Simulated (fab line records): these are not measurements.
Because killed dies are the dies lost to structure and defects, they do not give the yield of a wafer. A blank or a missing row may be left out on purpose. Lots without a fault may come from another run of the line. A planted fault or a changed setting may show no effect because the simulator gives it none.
The tool behind it: which one? | flow berkeley_cmos170 | 14 lots, 42 wafers sampled, at 4 steps of a route of 331

## WHAT THE GAUGES READ, wafer by wafer
UCB170_FIELD_THK_MEAS_90. Usual: FIELD_OXIDE_LEFT_1_THK gives 449 nm (standard deviation 10).
lot  | measured    | on            | FIELD_OXIDE_LEFT_1_THK (nm) | flag
L551 | day 5 21:02 | film_metro-03 | 467 461 458                 |
L552 | day 6 10:48 | film_metro-03 | 438 450 455                 |
L553 | day 6 10:48 | film_metro-04 | 454 444 453                 |
L555 | day 7 05:09 | film_metro-03 | 468 457 445                 |
L557 | day 7 05:13 | film_metro-02 | 456 455 452                 |
L554 | day 7 05:16 | film_metro-03 | 440 444 448                 |
L558 | day 7 16:32 | film_metro-03 | 460 451 461                 |
L562 | day 8 09:45 | film_metro-04 | 452 437 441                 |
L563 | day 8 09:49 | film_metro-04 | 435 427 430                 |
L560 | day 8 09:49 | film_metro-02 | 446 442 452                 |
L564 | day 9 05:43 | film_metro-04 | 455 463 453                 |
L568 | day 9 15:34 | film_metro-04 | 450 446 444                 |
L565 | day 9 15:35 | film_metro-02 | 437 444 446                 |
L567 | day 9 15:37 | film_metro-02 | 443 434 440                 |

UCB170_NLDD_TW_MEAS_11. Usual: NLDD_TW gives 2209 (standard deviation 20).
lot  | measured     | on            | NLDD_TW        | flag
L551 | day 7 13:13  | film_metro-04 | 2233 2233 2230 |
L552 | day 8 01:59  | film_metro-02 | 2193 2182 2189 |
L553 | day 8 01:16  | film_metro-04 | 2211 2214 2202 |
L555 | day 8 18:28  | film_metro-02 | 2197 2192 2189 |
L557 | day 8 18:56  | film_metro-02 | 2179 2193 2192 |
L554 | day 8 17:29  | film_metro-04 | 2218 2206 2207 |
L558 | day 9 12:41  | film_metro-01 | 2231 2233 2224 |
L562 | day 10 03:13 | film_metro-01 | 2224 2216 2215 |
L563 | day 10 03:22 | film_metro-04 | 2227 2231 2234 |
L560 | day 10 02:50 | film_metro-04 | 2223 2223 2220 |
L564 | day 10 19:31 | film_metro-02 | 2181 2177 2184 |
L568 | day 11 06:43 | film_metro-04 | 2202 2210 2208 |
L565 | day 11 06:22 | film_metro-04 | 2200 2221 2209 |
L567 | day 11 04:53 | film_metro-02 | 2169 2178 2174 |

UCB170_M3_RS_MEAS_02: measurement is done with a four-point probe. Usual: M3_AL_RS gives 0.0323 ohm/sq (standard deviation 0.00031).
lot  | measured     | on            | M3_AL_RS (ohm/sq)    | flag
L551 | day 9 12:35  | film_metro-02 | 0.0321 0.0322 0.0321 |
L552 | day 9 13:10  | film_metro-02 | 0.0319 0.0320 0.0320 |
L553 | day 9 12:56  | film_metro-02 | 0.0325 0.0324 0.0327 |
L555 | day 10 07:32 | film_metro-01 | 0.0322 0.0325 0.0322 |
L557 | day 10 08:05 | film_metro-04 | 0.0325 0.0325 0.0325 |
L554 | day 10 07:48 | film_metro-04 | 0.0323 0.0325 0.0327 |
L558 | day 11 03:23 | film_metro-01 | 0.0323 0.0320 0.0319 |
L562 | day 11 13:40 | film_metro-02 | 0.0325 0.0325 0.0326 |
L563 | day 11 12:16 | film_metro-04 | 0.0324 0.0323 0.0323 |
L560 | day 11 11:16 | film_metro-02 | 0.0323 0.0321 0.0320 |
L564 | day 12 03:14 | film_metro-02 | 0.0324 0.0323 0.0325 |
L568 | day 12 15:35 | film_metro-04 | 0.0322 0.0325 0.0327 |
L565 | day 12 15:22 | film_metro-02 | 0.0316 0.0316 0.0320 |
L567 | day 12 16:07 | film_metro-02 | 0.0322 0.0323 0.0323 |

## TOOL THAT RAN EACH LOT (tool first, then ch and the chambers of the sampled wafers, then the start)
lot  | UCB170_GATE_ETCH_15
L551 | rie_si-01 ch 0,1,3, day 7 07:50
L552 | rie_si-01 ch 2,3, day 7 21:53
L553 | rie_si-02 ch 0,1,2, day 7 21:37
L555 | rie_si-01 ch 0,2,3, day 8 13:17
L557 | rie_si-01 ch 0,1,2, day 8 13:35
L554 | rie_si-02 ch 2,3, day 8 13:00
L558 | rie_si-01 ch 0,3, day 9 02:20
L562 | rie_si-02 ch 1,2,3, day 9 22:19
L563 | rie_si-01 ch 1,2,3, day 9 22:12
L560 | rie_si-02 ch 0,1,2, day 9 22:05
L564 | rie_si-02 ch 0,3, day 10 15:47
L568 | rie_si-02 ch 0,2, day 11 01:44
L565 | rie_si-01 ch 1,2, day 11 01:34
L567 | rie_si-01 ch 0,1,3, day 11 01:05
- UCB170_GATE_ETCH_15: etches poly-Si in HBr/Cl2, stops on SiO2, time 56.3 s, target depth 278.2 nm.

## AS READ BY THE TOOLS THEMSELVES (means over the sampled wafers that have a number; for cases with no such wafer, the mark the record gives instead)
UCB170_GATE_ETCH_15. Usual: bias_w 150.0 W, standard deviation 0.42; drypump_motor_current_A 5.4 A, standard deviation 0.58; oes_product_au 0.832 a.u., standard deviation 0.012; throttle_valve_pct 26.38 %, standard deviation 0.2.
lot  | tool      | bias_w (W) | drypump_motor_current_A (A) | oes_product_au (a.u.) | throttle_valve_pct (%) | flag
L551 | rie_si-01 | 149.7      | 5.5                         | 0.841                 | 26.27                  |
L552 | rie_si-01 | 150.2      | 5.5                         | 0.842                 | 26.12                  |
L553 | rie_si-02 | 150.1      | 5.3                         | 0.840                 | 26.51                  |
L555 | rie_si-01 | 150.0      | 5.8                         | 0.822                 | 26.17                  |
L557 | rie_si-01 | 150.2      | 6.0                         | 0.832                 | 26.23                  |
L554 | rie_si-02 | 149.5      | 4.9                         | 0.828                 | 26.51                  |
L558 | rie_si-01 | 149.8      | 5.3                         | 0.832                 | 26.21                  |
L562 | rie_si-02 | 150.1      | 5.3                         | 0.831                 | 26.53                  |
L563 | rie_si-01 | 150.1      | 5.6                         | 0.833                 | 26.17                  |
L560 | rie_si-02 | 149.9      | 5.3                         | 0.831                 | 26.50                  |
L564 | rie_si-02 | 150.1      | 4.8                         | 0.817                 | 26.58                  |
L568 | rie_si-02 | 149.6      | 5.1                         | 0.838                 | 26.39                  |
L565 | rie_si-01 | 156.6      | 6.1                         | 0.845                 | 26.14                  | OFF
L567 | rie_si-01 | 157.0      | 5.5                         | 0.824                 | 26.25                  | OFF

## THE ANSWER, worked out from the rows above alone
Rule: a lot counts as off when the mean over its wafers that have a number is more than 3 standard deviations away from the usual mean. Also off: a lot with no number at a reading for which 4 or more lots have one. All remaining lots with rows at the step are treated as sound. First the gauges in route order, then the tools' own readings, where a lot's mean is used as printed above. At the first step where some lot is off, the reading lying furthest off is the one used; lots without a number count as furthest.
Off: L565, L567 (UCB170_GATE_ETCH_15, bias_w).
A tool fits if, at that step or a process step before it, it ran every lot that is off, and no sound lot after the first of them. One fits: UCB170_GATE_ETCH_15 on rie_si-01. A fault onset in the window from L563 (day 9 22:12, its last sound lot) to L567 (day 11 01:05, its first lot off) fits.
The tool's own readings at UCB170_GATE_ETCH_15 bear it out: on the lots that are off they differ by more than 5 times the standard deviation of the sound lots' means. bias_w reads 156.8 W there against 149.9 W on the sound lots.

## WHAT WAS PUT IN BY THE SIMULATOR
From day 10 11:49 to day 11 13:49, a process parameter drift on rie_si-01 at UCB170_GATE_ETCH_15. A move of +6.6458 in setting bias_w, from 150.
Lots struck among those shown: L565, L567. Same finding as the rule above.
